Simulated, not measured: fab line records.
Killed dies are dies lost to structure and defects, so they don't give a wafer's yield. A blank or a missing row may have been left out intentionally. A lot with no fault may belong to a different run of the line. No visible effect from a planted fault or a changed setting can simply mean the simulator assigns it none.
Which tool did it? -- flow rit-cmos -- 42 wafers sampled from 14 lots at 1 step of a route of 202

WHAT EACH GAUGE READ, for each wafer
The record holds no reading of a measuring or inspecting step that can be judged against a usual standard deviation.

WHICH TOOL RAN EACH LOT (tool, then ch and the chambers of the sampled wafers, then the start)
lot,RIT_CONTACT_DEVELOP_07
L763,"litho-track-01 ch 0, day 3 08:00"
L764,"litho-track-01 ch 0, day 3 14:00"
L765,"litho-track-04 ch 0, day 3 20:00"
L766,"litho-track-01 ch 0, day 4 00:00"
L767,"litho-track-04 ch 0, day 4 05:00"
L768,"litho-track-03 ch 0, day 4 09:00"
L770,"litho-track-03 ch 0, day 5 01:00"
L775,"litho-track-01 ch 0, day 6 08:00"
L778,"litho-track-04 ch 0, day 6 17:00"
L781,"litho-track-04, day 7 07:00"
L782,"litho-track-01, day 7 11:00"
L783,"litho-track-03 ch 0, day 7 15:00"
L784,"litho-track-01 ch 0, day 7 19:00"
L785,"litho-track-03 ch 0, day 7 23:00"
- RIT_CONTACT_DEVELOP_07: develop time 120 s.

WHAT THE TOOLS THEMSELVES READ (means of the sampled wafers that have a number; where no wafer has one, the mark that the record gives instead)
RIT_CONTACT_DEVELOP_07.
lot,tool,chill-plate-temp-C (C)
L763,litho-track-01,23.02
L764,litho-track-01,23.01
L765,litho-track-04,22.95
L766,litho-track-01,23.03
L767,litho-track-04,23.14
L768,litho-track-03,22.98
L770,litho-track-03,23.08
L775,litho-track-01,23.14
L778,litho-track-04,23.10
L781,litho-track-04,-
L782,litho-track-01,-
L783,litho-track-03,23.17
L784,litho-track-01,23.03
L785,litho-track-03,23.05

THE ANSWER, worked out from the rows above alone
Rule: usual is defined by the lots themselves. Put in order of their means at a reading, lots are off if they are a third of the lots or fewer, leave a main group of 4 or more, and stand apart from it by a gap of 3 or more times the standard deviation of the main group's means; of several such gaps the widest counts. Not used: any main group whose means are identical at the precision the tables above print for the reading. A lot without any number at a reading at which 4 lots or more have one is off too. Any other lot the step has rows for is counted as sound. After the gauges, taken in route order, come the tools' own readings; for these a lot's mean is taken, as printed above. The first step at which some lot is off is used, and at that step the reading that is off furthest; a lot without a number counts as furthest.
Off, at RIT_CONTACT_DEVELOP_07 on chill-plate-temp-C: L781, L782. Without a number there: L781, L782. The main group has a mean of 23.06 C with a standard deviation of 0.065.
A tool fits if, at that step or a process step before it, it ran every lot that is off, and no sound lot after the first of them. None of those tried fits.

WHAT WAS PUT IN BY THE SIMULATOR
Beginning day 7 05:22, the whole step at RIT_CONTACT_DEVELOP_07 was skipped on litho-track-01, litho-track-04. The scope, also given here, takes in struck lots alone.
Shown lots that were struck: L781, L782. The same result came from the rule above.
